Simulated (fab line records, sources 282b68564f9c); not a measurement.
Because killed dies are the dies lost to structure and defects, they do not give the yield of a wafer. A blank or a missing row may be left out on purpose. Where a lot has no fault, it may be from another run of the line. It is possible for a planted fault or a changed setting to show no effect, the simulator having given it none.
fab line records | flow rit-cmos
[record] lots = 6 | wafers = 18 | last-day = 7
route steps=202 shown ACTIVE@1 FOX1@20 FOX2@23 M1@202
lots untouched by any fault: they come from a run of this same line in which no faults occurred
start-h: hours from the record's opening day to when the first of the lot's shown wafers began | wait-h: hours since the lot's step before | " the same as in the row above | L1.1+2: one row covering several wafers at once | - no value, or no start was given | * or withheld: withheld | < > ~ a bound
route shown NAME@n: a module of which the file shows steps, and the number in the route of the first | usual: mean/standard deviation taken from wafers without a fault | same: alike in all rows | chamber/n: place in a boat | sites: readings site by site | _std_site: standard deviation across them | _edge_site: outer sites' mean less inner sites' | radius-mm: how far each site lies from the wafer's centre | mask NAME#n: copy n | behind: the most recent tool/chamber to have shaped the wafer | hold: the reason the lot was held/the length of the hold in hours/how it ended | device: the transistor (n, p or np) that didn't switch | end of line: tests of these same wafers at the route's end | for a step that has no rows: nothing shown but its recipe | killed: count of dies lost to structure and defects at first sort (not the wafer's yield) | map: per-die view of a wafer (x killed, . not killed, _ where there is no die)
set.NAME: the run value of the setting; set.NAME@STEP: its run value at that earlier step | model.NAME: the simulator's own value behind a step, which no gauge read
lots at selected steps of the route; one table per step, one row per wafer
services: from which hour (start-h, from the record's first day; less than 0 if before it) a tool's chamber was out of use, for how many hours, and why
[[steps]]
[step RIT_ACTIVE_BOW_MEAS_00]
[recipe] mode = bow
[usual] INCOMING_BOW = -1/6.3
lot.wafer | tool          | chamber | start-h | wait-h | INCOMING_BOW[um]
L147.4    | film-metro-04 | -       | 40.06   | -      | 14
L147.5    | "             | -       | "       | "      | 5
L147.6    | "             | -       | "       | "      | -2
L150.1    | film-metro-01 | -       | 55.00   | -      | -1
L150.4    | "             | -       | "       | "      | -6
L150.5    | "             | -       | "       | "      | -4
L154.1    | film-metro-04 | -       | 75.00   | -      | 0
L154.3    | "             | -       | "       | "      | -3
L154.6    | "             | -       | "       | "      | 2
L155.4    | film-metro-02 | -       | 80.06   | -      | 9
L155.5    | "             | -       | "       | "      | 1
L155.6    | "             | -       | "       | "      | 5
L157.1    | film-metro-04 | -       | 90.00   | -      | -4
L157.4    | "             | -       | "       | "      | -1
L157.6    | "             | -       | "       | "      | 9
L162.1    | film-metro-01 | -       | 115.00  | -      | -6
L162.3    | "             | -       | "       | "      | -8
L162.6    | "             | -       | "       | "      | 2
[step RIT_ACTIVE_OXIDATION_01]
[recipe] temp-c = 1000 | ambient = O2 | target-thk-a = 468 | ox-time-s = 3360
[step RIT_ACTIVE_THK_MEAS_02]
[recipe] reads = SiO2_of_ACTIVE_OXIDATION_01
[usual] ACTIVE_OXIDE_THK = 46.3/0.76
lot.wafer | tool          | chamber | start-h | wait-h | ACTIVE_OXIDE_THK[nm]
L147.4    | film-metro-04 | -       | 42.08   | 0.0    | 46.4
L147.5    | "             | -       | "       | "      | 46.3
L147.6    | "             | -       | "       | "      | 46.4
L150.1    | film-metro-01 | -       | 57.05   | 0.0    | 46.7
L150.4    | "             | -       | "       | "      | 46.3
L150.5    | "             | -       | "       | "      | 45.0
L154.1    | film-metro-01 | -       | 77.05   | 0.0    | 45.7
L154.3    | "             | -       | "       | "      | 45.4
L154.6    | "             | -       | "       | "      | 45.8
L155.4    | film-metro-02 | -       | 82.08   | 0.0    | 46.8
L155.5    | "             | -       | "       | "      | 46.3
L155.6    | "             | -       | "       | "      | 46.6
L157.1    | film-metro-01 | -       | 92.05   | 0.0    | 45.6
L157.4    | "             | -       | "       | "      | 47.4
L157.6    | "             | -       | "       | "      | 46.6
L162.1    | film-metro-04 | -       | 118.48  | 0.0    | 46.5
L162.3    | "             | -       | "       | "      | 46.3
L162.6    | "             | -       | "       | "      | 46.3
[step RIT_ACTIVE_CVD_03]
[recipe] material = Si3N4 | target-thk-nm = 150 | temp-c = 810 | precursor = SiH2Cl2/NH3 | time-s = 1500 | pressure-mtorr = 300 | sih2cl2-flow-sccm = 60 | nh3-flow-sccm = 150
[usual] spike-tc-centre-C = 813.1/0.99
lot.wafer | tool     | chamber | start-h | wait-h | spike-tc-centre-C | model.Si3N4_of_ACTIVE_CVD_03.thk-nm
L147.4    | lpcvd-02 | 1       | 42.11   | 0.0    | 814.2             | 149.1
L147.5    | "        | 1       | "       | "      | 812.1             | 149.9
L147.6    | "        | 1       | "       | "      | 812.0             | 150.4
L150.1    | lpcvd-01 | 1       | 57.58   | 0.5    | 814.6             | 150.6
L150.4    | "        | 1       | "       | "      | 813.1             | 151.5
L150.5    | "        | 1       | "       | "      | 813.7             | 150.1
L154.1    | lpcvd-02 | 1       | 77.11   | 0.1    | 812.8             | 147.5
L154.3    | "        | 1       | "       | "      | 811.8             | 149.2
L154.6    | "        | 1       | "       | "      | 813.0             | 148.4
L155.4    | lpcvd-01 | 1       | 82.11   | 0.0    | 842.3             | 167.6
L155.5    | "        | 1       | "       | "      | 840.5             | 160.3
L155.6    | "        | 1       | "       | "      | 838.7             | 158.1
L157.1    | lpcvd-01 | 0       | 92.11   | 0.1    | 841.4             | 188.5
L157.4    | "        | 0       | "       | "      | 842.2             | 166.7
L157.6    | "        | 0       | "       | "      | 841.4             | 156.6
L162.1    | lpcvd-02 | 0       | 118.54  | 0.1    | 814.3             | 148.6
L162.3    | "        | 0       | "       | "      | 814.7             | 148.4
L162.6    | "        | 0       | "       | "      | 813.7             | 150.8
[step RIT_ACTIVE_THK_MEAS_04]
[recipe] reads = Si3N4_of_ACTIVE_CVD_03
[usual] ACTIVE_NITRIDE_THK = 149.7/1.4
lot.wafer | tool          | chamber | start-h | wait-h | ACTIVE_NITRIDE_THK[nm]
L147.4    | film-metro-01 | -       | 43.56   | 0.0    | 149.0
L147.5    | "             | -       | "       | "      | 149.9
L147.6    | "             | -       | "       | "      | 150.4
L150.1    | film-metro-04 | -       | 58.99   | 0.0    | 150.6
L150.4    | "             | -       | "       | "      | 151.5
L150.5    | "             | -       | "       | "      | 150.1
L154.1    | film-metro-04 | -       | 78.53   | 0.0    | 147.5
L154.3    | "             | -       | "       | "      | 149.1
L154.6    | "             | -       | "       | "      | 148.3
L155.4    | film-metro-01 | -       | 83.56   | 0.0    | 167.4
L155.5    | "             | -       | "       | "      | 160.4
L155.6    | "             | -       | "       | "      | 158.1
L157.1    | film-metro-01 | -       | 93.53   | 0.0    | 188.6
L157.4    | "             | -       | "       | "      | 166.8
L157.6    | "             | -       | "       | "      | 156.7
L162.1    | film-metro-02 | -       | 119.96  | 0.0    | 148.6
L162.3    | "             | -       | "       | "      | 148.4
L162.6    | "             | -       | "       | "      | 150.7
[step RIT_ACTIVE_HMDS_05]
[recipe] prime-time-s = 60 | prime-temp-c = 140
[step RIT_ACTIVE_COAT_06]
[recipe] resist = NOVOLAK | spin-rpm = 3250 | resist-thk-nm = 1000
[step RIT_ACTIVE_SOFTBAKE_07]
[recipe] resist = NOVOLAK | temp-c = 90 | time-s = 60
[step RIT_ACTIVE_EXPOSE_08]
[recipe] mask-id = M1 | na = 0.6 | source-shape = conventional | sigma-outer = 0.6 | target-cd-nm = 1400 | dose-mj = 225
[step RIT_ACTIVE_PEB_09]
[recipe] resist = NOVOLAK | temp-c = withheld | time-s = withheld
[step RIT_ACTIVE_DEVELOP_10]
[recipe] resist = NOVOLAK | develop-time-s = 49.27 | dev-temp-c = 23
[step RIT_ACTIVE_CD_MEAS_11]
[recipe] target-cd-nm = 1400
[usual] cd-nm = 1399.8/2.6
lot.wafer | tool      | chamber | start-h | wait-h | cd-nm
L147.4    | cd-sem-02 | -       | 44.62   | -      | 1397.6
L147.5    | "         | -       | "       | "      | 1397.2
L147.6    | "         | -       | "       | "      | 1397.8
L150.1    | cd-sem-02 | -       | 59.90   | -      | 1397.5
L150.4    | "         | -       | "       | "      | 1397.4
L150.5    | "         | -       | "       | "      | 1396.7
L154.1    | cd-sem-02 | -       | 79.56   | -      | 1399.0
L154.3    | "         | -       | "       | "      | 1398.0
L154.6    | "         | -       | "       | "      | 1398.7
L155.4    | cd-sem-02 | -       | 84.50   | -      | 1400.9
L155.5    | "         | -       | "       | "      | 1401.0
L155.6    | "         | -       | "       | "      | 1401.1
L157.1    | cd-sem-01 | -       | 94.55   | -      | 1398.9
L157.4    | "         | -       | "       | "      | 1398.5
L157.6    | "         | -       | "       | "      | 1399.2
L162.1    | cd-sem-02 | -       | 120.87  | -      | 1401.7
L162.3    | "         | -       | "       | "      | 1402.8
L162.6    | "         | -       | "       | "      | 1403.4
[step RIT_ACTIVE_HARDBAKE_12]
[recipe] resist = NOVOLAK | temp-c = 140 | time-s = 60
[step RIT_ACTIVE_ETCH_13]
[recipe] stop-on = SiO2 | chemistry = SF6 | target = Si3N4 | time-s = 210 | over-etch-frac = 0.3667 | SF6_flow_sccm = 200 | pressure-mtorr = 260 | rf-w = 125 | target-depth-a = 2100
[usual] chamber-pressure-mTorr = 259.98/0.24 | drypump-motor-current-A = 5.9/0.38 | oes-product-au = 0.831/0.017 | rf-fwd-power-W = 124.7/0.35 | throttle-valve-pct = 7.51/0.14
lot.wafer | tool        | chamber | start-h | wait-h | chamber-pressure-mTorr | drypump-motor-current-A | oes-product-au | rf-fwd-power-W | rf-hours-counter-h | throttle-valve-pct | model.etch.depth-nm | model.ACTIVE.feature-depth-nm
L147.4    | rie-diel-01 | 3       | 44.83   | 0.1    | 260.01                 | 6.1                     | 0.829          | 124.7          | 35                 | 7.32               | 149.1               | 149.1
L147.5    | "           | 1       | "       | "      | 260.03                 | 5.7                     | 0.819          | 124.5          | -                  | 7.36               | 149.9               | 149.9
L147.6    | "           | 2       | "       | "      | 259.89                 | 5.6                     | 0.830          | 124.6          | -                  | 7.49               | 150.4               | 150.4
L150.1    | rie-diel-01 | 0       | 60.17   | 0.1    | 260.10                 | 6.5                     | 0.803          | 125.3          | 3                  | 7.76               | 150.6               | 150.6
L150.4    | "           | 2       | "       | "      | 260.05                 | 5.6                     | 0.834          | 124.7          | -                  | 7.49               | 151.5               | 151.5
L150.5    | "           | 0       | "       | "      | 259.96                 | 6.5                     | 0.802          | 125.1          | -                  | 7.76               | 150.1               | 150.1
L154.1    | rie-diel-04 | 3       | 79.83   | 0.1    | 260.18                 | 5.3                     | 0.843          | 124.9          | 108                | 7.60               | 147.5               | 147.5
L154.3    | "           | 2       | "       | "      | 259.91                 | 5.9                     | 0.835          | 124.7          | 121                | 7.40               | 149.2               | 149.2
L154.6    | "           | 3       | "       | "      | 260.13                 | 5.3                     | 0.848          | 125.0          | -                  | 7.60               | 148.4               | 148.4
L155.4    | rie-diel-01 | 1       | 84.78   | 0.1    | 259.72                 | 5.7                     | 0.871          | 124.3          | -                  | 7.37               | 167.6               | 167.6
L155.5    | "           | 3       | "       | "      | 259.84                 | 6.1                     | 0.872          | 124.1          | -                  | 7.32               | 160.3               | 160.3
L155.6    | "           | 0       | "       | "      | 259.91                 | 6.5                     | 0.833          | 124.8          | -                  | 7.76               | 158.1               | 158
L157.1    | rie-diel-03 | 2       | 94.82   | 0.1    | 259.78                 | 6.1                     | 0.926          | 124.8          | 71                 | 7.64               | 188.5               | 188.5
L157.4    | "           | 2       | "       | "      | 259.97                 | 6.1                     | 0.859          | 125.0          | -                  | 7.63               | 166.7               | 166.7
L157.6    | "           | 3       | "       | "      | 260.13                 | 5.5                     | 0.828          | 125.2          | -                  | 7.49               | 156.6               | 156.6
L162.1    | rie-diel-04 | 0       | 121.14  | 0.1    | 259.94                 | 6.3                     | 0.840          | 124.5          | 20                 | 7.40               | 148.6               | 148.6
L162.3    | "           | 3       | "       | "      | 260.01                 | 5.3                     | 0.847          | 124.6          | 109                | 7.59               | 148.4               | 148.4
L162.6    | "           | 2       | "       | "      | 260.51                 | 5.9                     | 0.829          | 124.0          | -                  | 7.38               | 150.8               | 150.8
[step RIT_ACTIVE_STRIP_14]
[recipe] chemistry = O2 | time-s = 180 | resist = NOVOLAK | platen-temp-c = withheld | power-w = 500 | pressure-mtorr = 4000 | o2-flow-sccm = 4000
[usual] chamber-pressure-mTorr = 4000/3.2 | drypump-motor-current-A = 5.5/0.5
lot.wafer | tool            | chamber | start-h | wait-h | chamber-pressure-mTorr | drypump-motor-current-A | rf-hours-counter-h
L147.4    | plasma-asher-01 | 1       | 45.03   | 0.1    | 4004                   | 5.9                     | -
L147.5    | "               | 1       | "       | "      | 4003                   | 6.0                     | -
L147.6    | "               | 0       | "       | "      | 4002                   | 5.1                     | -
L150.1    | plasma-asher-03 | 1       | 60.31   | 0.1    | 4005                   | 6.0                     | 39
L150.4    | "               | 0       | "       | "      | 4003                   | 5.0                     | -
L150.5    | "               | 1       | "       | "      | 3991                   | 6.0                     | -
L154.1    | plasma-asher-01 | 1       | 79.97   | 0.1    | 4002                   | 5.9                     | 45
L154.3    | "               | 1       | "       | "      | 4004                   | 5.9                     | -
L154.6    | "               | 1       | "       | "      | 4001                   | 5.9                     | -
L155.4    | plasma-asher-01 | 0       | 84.90   | 0.1    | 4001                   | 5.1                     | -
L155.5    | "               | 0       | "       | "      | 3995                   | 5.1                     | -
L155.6    | "               | 1       | "       | "      | 4001                   | 6.0                     | -
L157.1    | plasma-asher-03 | 1       | 94.96   | 0.1    | 4004                   | 6.0                     | 43
L157.4    | "               | 1       | "       | "      | 3995                   | 6.0                     | -
L157.6    | "               | 0       | "       | "      | 3997                   | 5.0                     | -
L162.1    | plasma-asher-04 | 1       | 121.27  | 0.1    | 4002                   | 6.1                     | 50
L162.3    | "               | 1       | "       | "      | 4008                   | 6.1                     | -
L162.6    | "               | 0       | "       | "      | 3999                   | 4.9                     | -
[step RIT_ACTIVE_CD_MEAS_90]
[recipe] target-cd-nm = 1400
[usual] cd-nm = 1399.9/2.6
lot.wafer | tool      | chamber | start-h | wait-h | cd-nm
L147.4    | cd-sem-02 | -       | 45.21   | 0.1    | 1398.2
L147.5    | "         | -       | "       | "      | 1397.1
L147.6    | "         | -       | "       | "      | 1397.6
L150.1    | cd-sem-02 | -       | 60.48   | 0.1    | 1397.2
L150.4    | "         | -       | "       | "      | 1397.6
L150.5    | "         | -       | "       | "      | 1396.9
L154.1    | cd-sem-01 | -       | 80.14   | 0.1    | 1398.9
L154.3    | "         | -       | "       | "      | 1397.9
L154.6    | "         | -       | "       | "      | 1398.8
L155.4    | cd-sem-02 | -       | 85.08   | 0.1    | 1401.2
L155.5    | "         | -       | "       | "      | 1401.1
L155.6    | "         | -       | "       | "      | 1400.7
L157.1    | cd-sem-01 | -       | 95.13   | 0.1    | 1399.0
L157.4    | "         | -       | "       | "      | 1398.2
L157.6    | "         | -       | "       | "      | 1399.4
L162.1    | cd-sem-02 | -       | 121.45  | 0.1    | 1401.6
L162.3    | "         | -       | "       | "      | 1403.0
L162.6    | "         | -       | "       | "      | 1403.6
[step RIT_ACTIVE_CLEAN_15]
[recipe] chemistry = SC1 | mix = 3:3:50 | time-s = 600 | temp-c = 75
[step RIT_ACTIVE_CLEAN_16]
[recipe] chemistry = dHF | dilution = 50:1 | time-s = 30
[step RIT_ACTIVE_CLEAN_17]
[recipe] chemistry = SC2 | mix = 3:3:50 | time-s = 600 | temp-c = 75 | dry = n2-spin
[step RIT_FOX1_OXIDATION_00]
[recipe] temp-c = 1100 | ambient = H2O | target-thk-a = 3507 | p-h2o-torr = 720 | ox-time-s = 1130
[step RIT_FOX1_THK_MEAS_01]
[recipe] reads = SiO2_of_FOX1_OXIDATION_00
[usual] FOX1_OXIDE_THK = 345/6
lot.wafer | tool          | chamber | start-h | wait-h | FOX1_OXIDE_THK[nm]
L147.4    | film-metro-01 | -       | 47.16   | 0.0    | 348
L147.5    | "             | -       | "       | "      | 350
L147.6    | "             | -       | "       | "      | 349
L150.1    | film-metro-03 | -       | 63.37   | 0.0    | 364
L150.4    | "             | -       | "       | "      | 355
L150.5    | "             | -       | "       | "      | 356
L154.1    | film-metro-03 | -       | 81.96   | 0.0    | 339
L154.3    | "             | -       | "       | "      | 348
L154.6    | "             | -       | "       | "      | 349
L155.4    | film-metro-03 | -       | 87.36   | 0.0    | 342
L155.5    | "             | -       | "       | "      | 343
L155.6    | "             | -       | "       | "      | 338
L157.1    | film-metro-01 | -       | 96.95   | 0.0    | 350
L157.4    | "             | -       | "       | "      | 347
L157.6    | "             | -       | "       | "      | 349
L162.1    | film-metro-04 | -       | 125.21  | 0.0    | 359
L162.3    | "             | -       | "       | "      | 357
L162.6    | "             | -       | "       | "      | 353
[step RIT_FOX1_WET_ETCH_02]
[recipe] chemistry = BOE | target-depth-nm = 350 | time-s = 390 | temp-c = 21.5 | dry = n2-spin | dilution = 10:1 | target = SiO2
[step RIT_FOX2_OXIDATION_00]
[recipe] temp-c = 1100 | ambient = H2O | target-thk-a = 3507 | p-h2o-torr = 720 | ox-time-s = 1130
[step RIT_FOX2_THK_MEAS_01]
[recipe] reads = SiO2_of_FOX2_OXIDATION_00
[usual] FOX2_OXIDE_THK = 346/6.6
lot.wafer | tool          | chamber | start-h | wait-h | FOX2_OXIDE_THK[nm]
L147.4    | film-metro-02 | -       | 49.49   | 0.0    | 343
L147.5    | "             | -       | "       | "      | 341
L147.6    | "             | -       | "       | "      | 345
L150.1    | film-metro-01 | -       | 64.96   | 0.0    | 342
L150.4    | "             | -       | "       | "      | 339
L150.5    | "             | -       | "       | "      | 339
L154.1    | film-metro-01 | -       | 83.45   | 0.0    | 351
L154.3    | "             | -       | "       | "      | 353
L154.6    | "             | -       | "       | "      | 350
L155.4    | film-metro-02 | -       | 88.86   | 0.0    | 344
L155.5    | "             | -       | "       | "      | 344
L155.6    | "             | -       | "       | "      | 344
L157.1    | film-metro-03 | -       | 98.44   | 0.0    | 343
L157.4    | "             | -       | "       | "      | 336
L157.6    | "             | -       | "       | "      | 339
L162.1    | film-metro-01 | -       | 128.13  | 0.0    | 338
L162.3    | "             | -       | "       | "      | 339
L162.6    | "             | -       | "       | "      | 341
[step RIT_FOX2_CLEAN_02]
[recipe] chemistry = dHF | dilution = 50:1 | time-s = 180
lot.wafer | tool         | chamber | start-h | wait-h | model.Si3N4_of_ACTIVE_CVD_03.thk-nm
L147.4    | wet-bench-03 | 1       | 49.52   | 0.0    | 129.8
L147.5    | "            | 1       | "       | "      | 130.6
L147.6    | "            | 1       | "       | "      | 131.2
L150.1    | wet-bench-03 | 0       | 65.02   | 0.1    | 131.2
L150.4    | "            | 0       | "       | "      | 132.2
L150.5    | "            | 0       | "       | "      | 130.8
L154.1    | wet-bench-04 | 2       | 83.51   | 0.1    | 128.2
L154.3    | "            | 2       | "       | "      | 129.9
L154.6    | "            | 2       | "       | "      | 129.1
L155.4    | wet-bench-04 | 2       | 88.89   | 0.0    | 148.3
L155.5    | "            | 2       | "       | "      | 141.1
L155.6    | "            | 2       | "       | "      | 138.8
L157.1    | wet-bench-01 | 2       | 98.50   | 0.1    | 169.3
L157.4    | "            | 2       | "       | "      | 147.6
L157.6    | "            | 2       | "       | "      | 137.4
L162.1    | wet-bench-03 | 2       | 128.19  | 0.1    | 129.4
L162.3    | "            | 2       | "       | "      | 129.2
L162.6    | "            | 2       | "       | "      | 131.5
[step RIT_FOX2_WET_ETCH_03]
[recipe] chemistry = H3PO4 | target = Si3N4 | target-depth-nm = 195 | temp-c = 165 | time-s = 2700
[step RIT_M1_PROBE_99]
[usual] killed-at-front-end = 6.7/2.9 | killed-dies = 6.8/2.9 | killed-open = 3.5/1.8 | killed-short = 3.3/2.1
[same] gross-dies = 264 | killed_at_M0_to_M3 = 0 | killed_at_M4_up = 0 | killed-at-back-side = 0 | killed-at-contacts = 0 | killed-at-other = 0
lot.wafer | tool      | chamber | start-h | wait-h | killed-at-front-end | killed-dies | killed-open | killed-short
L147.4    | prober-02 | -       | 87.40   | 0.2    | 4                   | 4           | 3           | 1
L147.5    | prober-02 | -       | 87.45   | 0.2    | 6                   | 6           | 2           | 4
L147.6    | prober-02 | -       | 87.50   | 0.2    | 6                   | 6           | 2           | 4
L150.1    | prober-01 | -       | 102.89  | 0.1    | 4                   | 4           | 2           | 2
L150.4    | prober-01 | -       | 103.04  | 0.2    | 6                   | 6           | 5           | 1
L150.5    | prober-01 | -       | 103.09  | 0.2    | 7                   | 7           | 3           | 4
L154.1    | prober-01 | -       | 121.85  | 0.1    | 5                   | 5           | 4           | 1
L154.3    | prober-01 | -       | 121.95  | 0.2    | 10                  | 10          | 6           | 4
L154.6    | prober-01 | -       | 122.10  | 0.2    | 5                   | 5           | 5           | 0
L155.4    | prober-02 | -       | 129.35  | 0.2    | 5                   | 5           | 2           | 3
L155.5    | prober-02 | -       | 129.40  | 0.2    | 9                   | 9           | 6           | 3
L155.6    | prober-02 | -       | 129.45  | 0.2    | 1                   | 1           | 0           | 1
L157.1    | prober-02 | -       | 145.11  | 0.1    | 4                   | 4           | 4           | 0
L157.4    | prober-02 | -       | 145.26  | 0.2    | 4                   | 4           | 3           | 1
L157.6    | prober-02 | -       | 145.36  | 0.2    | 5                   | 5           | 4           | 1
L162.1    | prober-02 | -       | 166.54  | 0.1    | 8                   | 8           | 1           | 7
L162.3    | prober-02 | -       | 166.64  | 0.2    | 7                   | 7           | 3           | 4
L162.6    | prober-02 | -       | 166.79  | 0.2    | 7                   | 7           | 5           | 2
// killed by level:class
L147.4 FOX2:geometric-particle:open=1 GATE:geometric-particle:short=1 SPACER:geometric-particle:open=1 SILICIDE:geometric-particle:open=1
L147.5 FOX1:geometric-particle:short=1 FOX2:geometric-particle:open=1 GATE:geometric-particle:short=1 GATE:geometric-particle:open=1 REOX:geometric-particle:short=1 SILICIDE:geometric-particle:short=1
L147.6 REOX:geometric-particle:short=2 GATE:geometric-particle:open=1 GATE:geometric-particle:short=1 REOX:geometric-particle:open=1 SILICIDE:geometric-particle:short=1
L150.1 GATE:geometric-particle:short=2 GATE:geometric-particle:open=1 REOX:geometric-particle:open=1
L150.4 FOX1:geometric-particle:open=2 GATE:geometric-particle:open=2 FOX1:geometric-particle:short=1 FOX2:geometric-particle:open=1
L150.5 GATE:geometric-particle:short=4 FOX1:geometric-particle:open=1 GATE:geometric-particle:open=1 SPACER:geometric-particle:open=1
L154.1 FOX2:geometric-particle:short=1 GATE:geometric-particle:open=1 REOX:geometric-particle:open=1 SPACER:geometric-particle:open=1 SILICIDE:geometric-particle:open=1
L154.3 SILICIDE:geometric-particle:open=3 REOX:geometric-particle:open=2 SILICIDE:geometric-particle:short=2 GATE:geometric-particle:short=1 SPACER:geometric-particle:open=1 SPACER:geometric-particle:short=1
L154.6 GATE:geometric-particle:open=3 FOX2:geometric-particle:open=1 SILICIDE:geometric-particle:open=1
L155.4 GATE:geometric-particle:short=2 FOX1:geometric-particle:open=1 REOX:geometric-particle:short=1 REOX:geometric-particle:open=1
L155.5 GATE:geometric-particle:short=2 GATE:geometric-particle:open=2 SPACER:geometric-particle:open=2 REOX:geometric-particle:short=1 REOX:geometric-particle:open=1 SILICIDE:geometric-particle:open=1
L155.6 GATE:geometric-particle:short=1
L157.1 FOX1:geometric-particle:open=1 GATE:geometric-particle:open=1 SPACER:geometric-particle:open=1 SILICIDE:geometric-particle:open=1
L157.4 REOX:geometric-particle:open=2 FOX2:geometric-particle:open=1 GATE:geometric-particle:short=1
L157.6 GATE:geometric-particle:open=2 REOX:geometric-particle:open=1 REOX:geometric-particle:short=1 SILICIDE:geometric-particle:open=1
L162.1 FOX1:geometric-particle:short=2 REOX:geometric-particle:short=2 ACTIVE:geometric-particle:short=1 GATE:geometric-particle:short=1 SPACER:geometric-particle:open=1 SILICIDE:geometric-particle:short=1
L162.3 GATE:geometric-particle:short=3 ACTIVE:geometric-particle:open=1 FOX1:geometric-particle:open=1 FOX1:geometric-particle:short=1 GATE:geometric-particle:open=1
L162.6 SILICIDE:geometric-particle:open=2 FOX1:geometric-particle:open=1 FOX2:geometric-particle:open=1 REOX:geometric-particle:short=1 SPACER:geometric-particle:open=1 SILICIDE:geometric-particle:short=1
[[services]]
tool            | chamber | start-h | hours | kind
lpcvd-02        | -       | 48.53   | 14.6  | pm
rie-diel-03     | 2       | 54.87   | 5.5   | repair
rie-diel-01     | 1       | 59.20   | 21.4  | repair
rie-diel-04     | -       | 62.88   | 2.8   | pm
rie-diel-04     | 3       | 70.85   | 2.9   | repair
rie-diel-01     | 2       | 80.58   | -     | clean
rie-diel-01     | 2       | 80.58   | 10.5  | scheduled-down
rie-diel-01     | 2       | 80.58   | 10.5  | vent-cycle
rie-diel-03     | 1       | 82.92   | 14.0  | repair
wet-bench-04    | -       | 98.42   | 3.7   | repair
plasma-asher-03 | -       | 108.75  | 9.0   | pm
plasma-asher-03 | 0       | 108.75  | 9.0   | vent-cycle
plasma-asher-03 | 1       | 108.75  | 9.0   | vent-cycle
plasma-asher-01 | -       | 115.41  | 1.7   | repair
plasma-asher-03 | 0       | 117.75  | -     | clean
plasma-asher-03 | 1       | 117.75  | -     | clean
rie-diel-03     | 3       | 119.29  | 17.7  | repair
plasma-asher-04 | -       | 119.81  | 1.1   | repair
[[key]]
[first-sign] step = RIT_ACTIVE_CVD_03 | reading = spike-tc-centre-C | direction = up | sigmas = 28 | usual = 813.1 | struck = 841.1
[effect] step = RIT_ACTIVE_THK_MEAS_04 | reading = ACTIVE_NITRIDE_THK | direction = up | sigmas = 12 | usual = 149.7 | struck = 166.3
[model-effect] step = RIT_ACTIVE_CVD_03 | value = Si3N4_of_ACTIVE_CVD_03.thk-nm | without = 150.7 | struck = 166.3
[model-effect] step = RIT_ACTIVE_ETCH_13 | value = etch.depth-nm | without = 150.7 | struck = 166.3
[model-effect] step = RIT_FOX2_CLEAN_02 | value = Si3N4_of_ACTIVE_CVD_03.thk-nm | without = 131.5 | struck = 147.1
met-at RIT_ACTIVE_CVD_03
struck-wafers L155.4,L155.5,L155.6,L157.1,L157.4,L157.6
tester-left-out L155,L157
onset-between 57.58 82.11
[fault] kind = process-parameter-drift | tool = lpcvd-01 | chamber = - | onset-h = 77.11 | steps = RIT_ACTIVE_CVD_03 | channel = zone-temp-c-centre | offset = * | shape = step | end-h = 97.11
// tester-left-out: of these lots the tester's yield and bins aren't shown, on N5 and GAA mostly nor the transistor test; their killed dies are dies lost to structure and defects alone, not to doping, threshold or leakage, so they don't give the yield
